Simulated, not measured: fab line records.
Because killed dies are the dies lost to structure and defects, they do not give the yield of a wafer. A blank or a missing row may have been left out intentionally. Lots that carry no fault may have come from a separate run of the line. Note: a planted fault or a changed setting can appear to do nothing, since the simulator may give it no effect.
fab line records	flow rit-cmos
record: lots: 15	wafers: 45	last-day: 7
route steps=202 shown ACTIVE@15 NWELL@31 FOX2@80 NLDD@160 M1@202
lots that met no fault: from a run of the same line without faults
start-h: hours from the record's first day to the start of the lot's first wafer shown	wait-h: hours from the lot's prior step to this one	" the same as in the row above	L1.1+2: several wafers, shown together as one row	- no value, or no start given	* or withheld: withheld	< > ~ a bound
route shown NAME@n: NAME is a module with steps in the file, n the number in the route of the first one	usual: the fault-free wafers' mean and standard deviation	same: alike in all rows	chamber/n: place in a boat	sites: per-site readings	_std_site: how widely they spread, as a standard deviation	_edge_site: mean of outer sites minus mean of inner sites	radius-mm: for every site, how far away it sits from the centre of the wafer	mask NAME#n: copy n	behind: tool/chamber where the wafer was last shaped	hold: reason for holding the lot/hours on hold/outcome of the hold	device: which transistor (n, p or np) failed to switch	end of line: the same wafers' tests at the end of the route	a step with no rows: only its recipe	killed: not the wafer's yield, but the dies lost to structure and defects at the first sort	map: a wafer's dies, marking killed ones x, the rest . and places with no die _
set.NAME: the setting that was run; set.NAME@STEP: the one run at that earlier step	model.NAME: the simulator's own value behind a step, which no gauge read
route steps across a sampled set of lots; one table per step, one row per wafer
services: the hour from which a tool's chamber was out of use, counted from the record's first day as start-h (under 0 if before that day), plus the number of hours and why
== steps ==
step: RIT_ACTIVE_STRIP_14
recipe: chemistry: O2	time-s: 180	resist: NOVOLAK	platen-temp-c: withheld	power-w: 500	pressure-mtorr: 4000	o2-flow-sccm: 4000
usual: drypump-motor-current-A: 5.8/0.48
lot.wafer	tool	chamber	start-h	wait-h	drypump-motor-current-A	rf-hours-counter-h
L429.1	plasma-asher-03	0	15.55	0.1	5.1	38
L429.4	"	1	"	"	6.1	-
L429.5	"	0	"	"	5.1	-
L430.1	plasma-asher-03	0	19.97	0.1	5.1	38
L430.2	"	1	"	"	6.1	38
L430.4	"	0	"	"	5.2	-
L431.2	plasma-asher-04	1	24.97	0.1	6.3	38
L431.4	"	1	"	"	6.3	-
L431.5	"	1	"	"	6.3	-
L432.1	plasma-asher-02	0	29.97	0.1	6.1	22
L432.3	"	0	"	"	6.1	-
L432.5	"	0	"	"	6.2	-
L433.1	plasma-asher-02	1	34.97	0.1	5.1	23
L433.2	"	0	"	"	6.1	23
L433.3	"	1	"	"	5.1	-
L434.1	plasma-asher-03	1	40.55	0.1	6.1	41
L434.3	"	0	"	"	5.2	-
L434.5	"	1	"	"	6.1	-
L437.3	plasma-asher-02	0	55.03	0.1	6.1	-
L437.4	"	1	"	"	5.1	-
L437.6	"	0	"	"	6.1	-
L438.1	plasma-asher-04	0	59.95	0.1	5.9	43
L438.3	"	1	"	"	6.3	-
L438.5	"	1	"	"	6.2	-
L439.2	plasma-asher-04	1	66.71	0.1	6.3	43
L439.4	"	1	"	"	6.2	-
L439.5	"	1	"	"	6.3	-
L443.2	plasma-asher-03	0	84.96	0.1	5.1	45
L443.3	"	0	"	"	5.1	-
L443.5	"	1	"	"	6.1	-
L444.3	plasma-asher-03	1	93.66	0.1	6.1	-
L444.4	"	0	"	"	5.1	-
L444.5	"	0	"	"	5.1	-
L447.2	plasma-asher-04	0	108.50	0.1	5.9	47
L447.3	"	1	"	"	6.3	-
L447.4	"	0	"	"	5.9	-
L449.2	plasma-asher-02	0	114.84	0.1	6.1	31
L449.4	"	1	"	"	5.1	-
L449.5	"	0	"	"	6.1	-
L450.3	plasma-asher-02	0	122.17	0.1	6.2	-
L450.4	"	1	"	"	5.1	-
L450.5	"	0	"	"	6.1	-
L451.4	plasma-asher-02	0	126.74	0.1	6.1	-
L451.5	"	0	"	"	6.1	-
L451.6	"	1	"	"	5.1	-
step: RIT_NWELL_EXPOSE_03
recipe: mask-id: M2	na: 0.57	target-cd-nm: 43900	dose-mj: 250
lot.wafer	tool	chamber	start-h	wait-h	mask
L429.1+4+5	iline-stepper-02	0	20.52	0.1	M2#0
L430.1+2+4	iline-stepper-02	0	24.90	0.1	M2#0
L431.2+4+5	iline-stepper-02	0	29.84	0.1	M2#0
L432.1+3+5	iline-stepper-01	0	36.36	0.2	M2#0
L433.1+2+3	iline-stepper-01	0	40.97	0.1	M2#0
L434.1+3+5	iline-stepper-01	0	45.45	0.1	M2#0
L437.3+4+6	iline-stepper-02	0	62.16	0.2	M2#0
L438.1+3+5	iline-stepper-02	0	65.71	0.1	M2#0
L439.2+4+5	iline-stepper-02	0	74.36	0.1	M2#0
L443.2+3+5	iline-stepper-01	0	95.34	0.5	M2#0
L444.3+4+5	iline-stepper-01	0	99.79	0.1	M2#0
L447.2+3+4	iline-stepper-01	0	113.50	0.2	M2#0
L449.2+4+5	iline-stepper-01	0	121.70	0.2	M2#0
L450.3+4+5	iline-stepper-01	0	127.48	0.1	M2#0
L451.4+5+6	iline-stepper-01	0	131.59	0.1	M2#0
step: RIT_NWELL_OVL_MEAS_06
usual: NWELL_OVL: 0.4/1.4
lot.wafer	tool	chamber	start-h	wait-h	NWELL_OVL[nm]
L429.1	overlay-01	-	20.95	-	2.0
L429.4	"	-	"	"	0.8
L429.5	"	-	"	"	0.5
L430.1	overlay-01	-	25.33	-	0.5
L430.2	"	-	"	"	0.3
L430.4	"	-	"	"	-0.2
L431.2	overlay-02	-	30.26	-	2.2
L431.4	"	-	"	"	2.7
L431.5	"	-	"	"	2.7
L432.1	overlay-01	-	36.79	-	-1.2
L432.3	"	-	"	"	0.0
L432.5	"	-	"	"	-0.9
L433.1	overlay-01	-	41.40	-	0.4
L433.2	"	-	"	"	2.0
L433.3	"	-	"	"	2.5
L434.1	overlay-01	-	45.88	-	-0.9
L434.3	"	-	"	"	0.0
L434.5	"	-	"	"	-1.0
L437.3	overlay-02	-	62.56	-	-150.5
L437.4	"	-	"	"	-151.5
L437.6	"	-	"	"	-150.1
L438.1	overlay-02	-	66.14	-	-150.7
L438.3	"	-	"	"	-149.9
L438.5	"	-	"	"	-150.4
L439.2	overlay-02	-	74.77	-	-152.1
L439.4	"	-	"	"	-152.1
L439.5	"	-	"	"	-151.5
L443.2	overlay-02	-	95.76	-	-0.8
L443.3	"	-	"	"	-0.4
L443.5	"	-	"	"	0.2
L444.3	overlay-01	-	100.19	-	-0.2
L444.4	"	-	"	"	-0.8
L444.5	"	-	"	"	-0.8
L447.2	overlay-02	-	113.95	-	-0.1
L447.3	"	-	"	"	0.8
L447.4	"	-	"	"	1.4
L449.2	overlay-01	-	122.12	-	-2.7
L449.4	"	-	"	"	-1.0
L449.5	"	-	"	"	-1.5
L450.3	overlay-02	-	128.03	-	0.6
L450.4	"	-	"	"	1.0
L450.5	"	-	"	"	-0.1
L451.4	overlay-01	-	131.98	-	1.2
L451.5	"	-	"	"	1.1
L451.6	"	-	"	"	0.9
step: RIT_FOX2_THK_MEAS_91
recipe: reads: SiO2_of_FOX2_OXIDATION_00
usual: FIELD_OXIDE_LEFT_2_THK: 250/7.1
lot.wafer	tool	chamber	start-h	wait-h	FIELD_OXIDE_LEFT_2_THK[nm]
L429.1	film-metro-03	-	32.54	0.0	245
L429.4	"	-	"	"	249
L429.5	"	-	"	"	250
L430.1	film-metro-04	-	36.55	0.0	254
L430.2	"	-	"	"	255
L430.4	"	-	"	"	255
L431.2	film-metro-04	-	41.62	0.0	249
L431.4	"	-	"	"	251
L431.5	"	-	"	"	246
L432.1	film-metro-03	-	48.20	0.0	259
L432.3	"	-	"	"	255
L432.5	"	-	"	"	253
L433.1	film-metro-03	-	52.72	0.0	239
L433.2	"	-	"	"	239
L433.3	"	-	"	"	243
L434.1	film-metro-02	-	57.19	0.0	246
L434.3	"	-	"	"	248
L434.5	"	-	"	"	241
L437.3	film-metro-02	-	73.64	0.0	247
L437.4	"	-	"	"	248
L437.6	"	-	"	"	247
L438.1	film-metro-02	-	78.85	0.0	248
L438.3	"	-	"	"	243
L438.5	"	-	"	"	241
L439.2	film-metro-04	-	86.41	0.0	235
L439.4	"	-	"	"	239
L439.5	"	-	"	"	240
L443.2	film-metro-04	-	108.65	0.0	259
L443.3	"	-	"	"	262
L443.5	"	-	"	"	256
L444.3	film-metro-02	-	113.58	0.0	248
L444.4	"	-	"	"	254
L444.5	"	-	"	"	248
L447.2	film-metro-02	-	126.22	0.0	237
L447.3	"	-	"	"	236
L447.4	"	-	"	"	239
L449.2	film-metro-02	-	134.12	0.0	254
L449.4	"	-	"	"	254
L449.5	"	-	"	"	254
L450.3	film-metro-02	-	139.29	0.0	258
L450.4	"	-	"	"	259
L450.5	"	-	"	"	253
L451.4	film-metro-04	-	143.44	0.0	238
L451.5	"	-	"	"	245
L451.6	"	-	"	"	240
step: RIT_SDANNEAL_RS_MEAS_07
recipe: thk-meas-gauge: four-point-probe
usual: NLDD_RS: 151.8/0.6
lot.wafer	tool	chamber	start-h	wait-h	NLDD_RS[ohm/sq]
L429.1	film-metro-03	-	50.41	0.1	151.5
L429.4	"	-	"	"	150.9
L429.5	"	-	"	"	151.2
L430.1	film-metro-03	-	54.62	0.1	150.8
L430.2	"	-	"	"	151.0
L430.4	"	-	"	"	151.7
L431.2	film-metro-04	-	60.63	0.1	151.5
L431.4	"	-	"	"	152.2
L431.5	"	-	"	"	152.2
L432.1	film-metro-04	-	67.21	0.1	152.0
L432.3	"	-	"	"	151.8
L432.5	"	-	"	"	151.7
L433.1	film-metro-04	-	71.08	0.1	152.0
L433.2	"	-	"	"	152.4
L433.3	"	-	"	"	151.9
L434.1	film-metro-01	-	75.71	0.1	152.0
L434.3	"	-	"	"	151.8
L434.5	"	-	"	"	151.9
L437.3	film-metro-01	-	96.38	0.1	152.2
L437.4	"	-	"	"	151.9
L437.6	"	-	"	"	151.8
L438.1	film-metro-03	-	100.16	0.1	151.0
L438.3	"	-	"	"	151.4
L438.5	"	-	"	"	151.3
L439.2	film-metro-01	-	112.74	0.1	152.3
L439.4	"	-	"	"	152.9
L439.5	"	-	"	"	152.5
L443.2	film-metro-01	-	130.53	0.1	150.7
L443.3	"	-	"	"	151.0
L443.5	"	-	"	"	150.1
L444.3	film-metro-04	-	135.29	0.1	151.2
L444.4	"	-	"	"	151.7
L444.5	"	-	"	"	151.4
L447.2	film-metro-04	-	145.48	0.1	152.7
L447.3	"	-	"	"	152.5
L447.4	"	-	"	"	152.5
L449.2	film-metro-01	-	153.56	0.1	152.7
L449.4	"	-	"	"	152.1
L449.5	"	-	"	"	152.2
L450.3	film-metro-01	-	157.68	0.1	151.8
L450.4	"	-	"	"	151.4
L450.5	"	-	"	"	151.8
L451.4	film-metro-04	-	161.34	0.1	152.3
L451.5	"	-	"	"	151.6
L451.6	"	-	"	"	152.7
step: RIT_M1_PROBE_99
usual: killed_at_M0_to_M3: 0.0/0.12	killed-at-contacts: 0.1/0.23	killed-at-front-end: 7/3	killed-dies: 7/3.1	killed-open: 3.3/2.1	killed-short: 3.3/2
same: gross-dies: 264	killed_at_M4_up: 0	killed-at-back-side: 0	killed-at-other: 0
lot.wafer	tool	chamber	start-h	wait-h	killed_at_M0_to_M3	killed-at-contacts	killed-at-front-end	killed-dies	killed-open	killed-short
L429.1	prober-02	-	58.67	0.1	0	0	12	12	7	5
L429.4	prober-02	-	58.82	0.2	0	0	10	10	2	8
L429.5	prober-02	-	58.87	0.2	0	0	13	13	9	4
L430.1	prober-01	-	62.16	0.1	0	0	6	6	3	3
L430.2	prober-01	-	62.21	0.1	0	0	3	3	1	2
L430.4	prober-01	-	62.31	0.2	0	0	7	7	4	3
L431.2	prober-02	-	67.69	0.1	0	0	6	6	3	3
L431.4	prober-02	-	67.79	0.2	0	1	6	7	4	3
L431.5	prober-02	-	67.84	0.2	0	0	6	6	2	4
L432.1	prober-01	-	74.29	0.1	0	0	12	12	3	9
L432.3	prober-01	-	74.39	0.2	0	0	6	6	1	5
L432.5	prober-01	-	74.49	0.2	0	0	11	11	7	4
L433.1	prober-02	-	78.15	0.1	0	0	3	3	2	1
L433.2	prober-02	-	78.20	0.1	0	0	2	2	0	2
L433.3	prober-02	-	78.25	0.2	1	0	0	1	0	1
L434.1	prober-01	-	83.82	0.1	0	0	8	8	2	6
L434.3	prober-01	-	83.92	0.2	0	0	9	9	3	6
L434.5	prober-01	-	84.02	0.2	0	0	11	11	5	6
L437.3	prober-02	-	106.48	0.2	0	0	9	9	5	4
L437.4	prober-02	-	106.53	0.2	0	0	4	4	3	1
L437.6	prober-02	-	106.63	0.2	0	0	6	6	4	2
L438.1	prober-01	-	107.88	0.1	0	0	5	5	2	3
L438.3	prober-01	-	107.98	0.2	0	0	7	7	2	5
L438.5	prober-01	-	108.08	0.2	0	0	6	6	2	4
L439.2	prober-01	-	120.53	0.1	0	0	9	9	4	5
L439.4	prober-01	-	120.63	0.2	0	0	3	3	3	0
L439.5	prober-01	-	120.68	0.2	0	0	12	12	8	4
L443.2	prober-02	-	137.62	0.1	0	0	9	9	4	5
L443.3	prober-02	-	137.67	0.2	1	0	11	12	5	7
L443.5	prober-02	-	137.77	0.2	0	0	5	5	4	1
L444.3	prober-01	-	143.77	0.2	0	1	4	5	4	1
L444.4	prober-01	-	143.82	0.2	0	0	2	2	0	2
L444.5	prober-01	-	143.87	0.2	0	0	7	7	5	2
L447.2	prober-02	-	152.87	0.1	0	0	8	8	4	4
L447.3	prober-02	-	152.92	0.2	0	0	9	9	3	6
L447.4	prober-02	-	152.97	0.2	0	1	12	13	8	5
L449.2	prober-02	-	165.10	0.1	0	1	6	7	2	5
L449.4	prober-02	-	165.20	0.2	0	0	5	5	2	3
L449.5	prober-02	-	165.25	0.2	0	0	4	4	1	3
L450.3	prober-01	-	165.15	0.2	0	0	9	9	4	5
L450.4	prober-01	-	165.20	0.2	0	0	7	7	4	3
L450.5	prober-01	-	165.25	0.2	0	0	6	6	5	1
L451.4	prober-02	-	169.96	0.2	0	0	12	12	7	5
L451.5	prober-02	-	170.01	0.2	0	0	12	12	8	4
L451.6	prober-02	-	170.06	0.2	0	0	7	7	2	5
killed by level:class
L429.1 GATE:geometric-particle:open=3 REOX:geometric-particle:short=2 SILICIDE:geometric-particle:open=2 SILICIDE:geometric-particle:short=2 FOX1:geometric-particle:open=1 FOX1:geometric-particle:short=1 REOX:geometric-particle:open=1
L429.4 FOX1:geometric-particle:short=5 FOX1:geometric-particle:open=2 GATE:geometric-particle:short=2 SILICIDE:geometric-particle:short=1
L429.5 GATE:geometric-particle:open=3 REOX:geometric-particle:open=2 FOX1:geometric-particle:short=1 FOX1:geometric-particle:open=1 FOX2:geometric-particle:open=1 REOX:geometric-particle:short=1 SPACER:geometric-particle:short=1 SPACER:geometric-particle:open=1
L430.1 SILICIDE:geometric-particle:short=2 FOX1:geometric-particle:open=1 GATE:geometric-particle:short=1 GATE:geometric-particle:open=1 SILICIDE:geometric-particle:open=1
L430.2 FOX2:geometric-particle:short=1 GATE:geometric-particle:short=1 REOX:geometric-particle:open=1
L430.4 SILICIDE:geometric-particle:open=2 FOX1:geometric-particle:open=1 FOX2:geometric-particle:short=1 GATE:geometric-particle:open=1 REOX:geometric-particle:short=1 SPACER:geometric-particle:short=1
L431.2 FOX1:geometric-particle:open=2 FOX1:geometric-particle:short=1 FOX2:geometric-particle:short=1 GATE:geometric-particle:open=1 SPACER:geometric-particle:short=1
L431.4 GATE:geometric-particle:open=4 SPACER:geometric-particle:short=2 CONTACT:geometric-particle:short=1
L431.5 SILICIDE:geometric-particle:open=2 FOX1:geometric-particle:short=1 FOX2:geometric-particle:short=1 GATE:geometric-particle:short=1 SILICIDE:geometric-particle:short=1
L432.1 REOX:geometric-particle:short=3 GATE:geometric-particle:open=2 GATE:geometric-particle:short=2 SPACER:geometric-particle:short=2 FOX1:geometric-particle:short=1 REOX:geometric-particle:open=1 SILICIDE:geometric-particle:short=1
L432.3 GATE:geometric-particle:short=3 FOX1:geometric-particle:short=2 SILICIDE:geometric-particle:open=1
L432.5 GATE:geometric-particle:short=3 SILICIDE:geometric-particle:open=3 SPACER:geometric-particle:open=2 FOX1:geometric-particle:open=1 FOX2:geometric-particle:open=1 SPACER:geometric-particle:short=1
L433.1 FOX1:geometric-particle:open=2 GATE:geometric-particle:short=1
L433.2 FOX1:geometric-particle:short=1 GATE:geometric-particle:short=1
L433.3 M1:geometric-particle:short=1
L434.1 GATE:geometric-particle:short=4 ACTIVE:geometric-particle:open=1 REOX:geometric-particle:short=1 SPACER:geometric-particle:short=1 SILICIDE:geometric-particle:open=1
L434.3 GATE:geometric-particle:short=3 REOX:geometric-particle:short=2 FOX1:geometric-particle:short=1 GATE:geometric-particle:open=1 SPACER:geometric-particle:open=1 SILICIDE:geometric-particle:open=1
L434.5 FOX1:geometric-particle:open=4 GATE:geometric-particle:short=2 SILICIDE:geometric-particle:short=2 FOX1:geometric-particle:short=1 GATE:geometric-particle:open=1 SPACER:geometric-particle:short=1
L437.3 REOX:geometric-particle:open=4 GATE:geometric-particle:short=2 SILICIDE:geometric-particle:short=2 SILICIDE:geometric-particle:open=1
L437.4 GATE:geometric-particle:open=2 SPACER:geometric-particle:short=1 SILICIDE:geometric-particle:open=1
L437.6 REOX:geometric-particle:open=2 GATE:geometric-particle:short=1 SPACER:geometric-particle:open=1 SPACER:geometric-particle:short=1 SILICIDE:geometric-particle:open=1
L438.1 FOX1:geometric-particle:short=1 FOX1:geometric-particle:open=1 GATE:geometric-particle:short=1 REOX:geometric-particle:short=1 REOX:geometric-particle:open=1
L438.3 REOX:geometric-particle:short=2 FOX1:geometric-particle:short=1 FOX2:geometric-particle:short=1 REOX:geometric-particle:open=1 SPACER:geometric-particle:short=1 SPACER:geometric-particle:open=1
L438.5 FOX1:geometric-particle:short=2 FOX1:geometric-particle:open=1 GATE:geometric-particle:short=1 SPACER:geometric-particle:open=1 SPACER:geometric-particle:short=1
L439.2 FOX1:geometric-particle:short=2 REOX:geometric-particle:short=2 SPACER:geometric-particle:open=2 FOX2:geometric-particle:short=1 REOX:geometric-particle:open=1 SILICIDE:geometric-particle:open=1
L439.4 GATE:geometric-particle:open=1 SPACER:geometric-particle:open=1 SILICIDE:geometric-particle:open=1
L439.5 GATE:geometric-particle:open=3 REOX:geometric-particle:open=2 FOX1:geometric-particle:open=1 FOX1:geometric-particle:short=1 REOX:geometric-particle:short=1 SPACER:geometric-particle:open=1 SPACER:geometric-particle:short=1 SILICIDE:geometric-particle:open=1
L443.2 SPACER:geometric-particle:short=3 FOX1:geometric-particle:short=1 FOX1:geometric-particle:open=1 GATE:geometric-particle:open=1 GATE:geometric-particle:short=1 SPACER:geometric-particle:open=1 SILICIDE:geometric-particle:open=1
L443.3 FOX1:geometric-particle:open=2 FOX2:geometric-particle:short=2 GATE:geometric-particle:open=2 FOX1:geometric-particle:short=1 GATE:geometric-particle:short=1 REOX:geometric-particle:open=1 SPACER:geometric-particle:short=1 SILICIDE:geometric-particle:short=1
L443.5 FOX2:geometric-particle:open=2 REOX:geometric-particle:short=1 SPACER:geometric-particle:open=1 SILICIDE:geometric-particle:open=1
L444.3 FOX2:geometric-particle:open=1 GATE:geometric-particle:open=1 REOX:geometric-particle:open=1 REOX:geometric-particle:short=1 CONTACT:geometric-particle:open=1
L444.4 GATE:geometric-particle:short=1 REOX:geometric-particle:short=1
L444.5 REOX:geometric-particle:open=2 FOX2:geometric-particle:open=1 GATE:geometric-particle:short=1 GATE:geometric-particle:open=1 SPACER:geometric-particle:short=1 SPACER:geometric-particle:open=1
L447.2 SILICIDE:geometric-particle:open=2 SILICIDE:geometric-particle:short=2 FOX1:geometric-particle:open=1 GATE:geometric-particle:short=1 REOX:geometric-particle:open=1 SPACER:geometric-particle:short=1
L447.3 REOX:geometric-particle:short=3 GATE:geometric-particle:short=2 FOX1:geometric-particle:open=1 REOX:geometric-particle:open=1 SILICIDE:geometric-particle:short=1 SILICIDE:geometric-particle:open=1
L447.4 SILICIDE:geometric-particle:open=4 GATE:geometric-particle:open=3 GATE:geometric-particle:short=2 SPACER:geometric-particle:short=2 SILICIDE:geometric-particle:short=1 CONTACT:geometric-particle:open=1
L449.2 REOX:geometric-particle:short=2 GATE:geometric-particle:open=1 GATE:geometric-particle:short=1 SILICIDE:geometric-particle:open=1 SILICIDE:geometric-particle:short=1 CONTACT:geometric-particle:short=1
L450.3 GATE:geometric-particle:open=3 GATE:geometric-particle:short=3 FOX1:geometric-particle:open=1 FOX1:geometric-particle:short=1 SILICIDE:geometric-particle:short=1
L449.4 REOX:geometric-particle:short=2 SPACER:geometric-particle:open=2 SPACER:geometric-particle:short=1
L450.4 SPACER:geometric-particle:open=2 SILICIDE:geometric-particle:short=2 GATE:geometric-particle:open=1 REOX:geometric-particle:short=1 SILICIDE:geometric-particle:open=1
L449.5 SILICIDE:geometric-particle:short=2 FOX1:geometric-particle:open=1 FOX2:geometric-particle:short=1
L450.5 FOX2:geometric-particle:open=2 REOX:geometric-particle:open=2 REOX:geometric-particle:short=1 SILICIDE:geometric-particle:open=1
L451.4 SILICIDE:geometric-particle:open=5 FOX1:geometric-particle:short=2 FOX2:geometric-particle:open=2 GATE:geometric-particle:short=2 REOX:geometric-particle:short=1
L451.5 SPACER:geometric-particle:short=3 REOX:geometric-particle:open=2 SPACER:geometric-particle:open=2 SILICIDE:geometric-particle:open=2 FOX1:geometric-particle:open=1 GATE:geometric-particle:open=1 GATE:geometric-particle:short=1
L451.6 REOX:geometric-particle:short=2 SILICIDE:geometric-particle:open=2 GATE:geometric-particle:short=1 SPACER:geometric-particle:short=1 SILICIDE:geometric-particle:short=1
== services ==
tool	chamber	start-h	hours	kind
plasma-asher-02	-	-5.16	11.6	repair
plasma-asher-02	-	25.15	1.0	repair
iline-stepper-02	-	36.43	1.7	pm
plasma-asher-04	-	71.89	1.8	repair
plasma-asher-03	-	86.78	4.0	pm
iline-stepper-01	-	96.99	1.7	pm
plasma-asher-04	-	108.75	9.0	pm
plasma-asher-04	0	108.75	9.0	vent-cycle
plasma-asher-04	1	108.75	9.0	vent-cycle
plasma-asher-04	0	117.75	-	clean
plasma-asher-04	1	117.75	-	clean
plasma-asher-04	-	126.51	5.2	repair
== key ==
first-sign: step: RIT_NWELL_OVL_MEAS_06	reading: NWELL_OVL	direction: down	sigmas: 99+	usual: 0.4	struck: -151.0
effect none on later readings
met-at RIT_NWELL_EXPOSE_03
struck-lots L437,L438,L439
tester-left-out L437,L438,L439
not-acting-at RIT_ACTIVE_STRIP_14,RIT_FOX2_THK_MEAS_91,RIT_SDANNEAL_RS_MEAS_07
onset-between 29.84 62.16
fault: kind: scanner-matching-overlay	tool: iline-stepper-02	chamber: -	onset-h: 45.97	steps: RIT_NWELL_EXPOSE_03	offset: -150
tester-left-out: of these lots the tester's yield and bins aren't shown, on N5 and GAA mostly nor the transistor test; their killed dies are dies lost to structure and defects alone, not to doping, threshold or leakage, so they don't give the yield
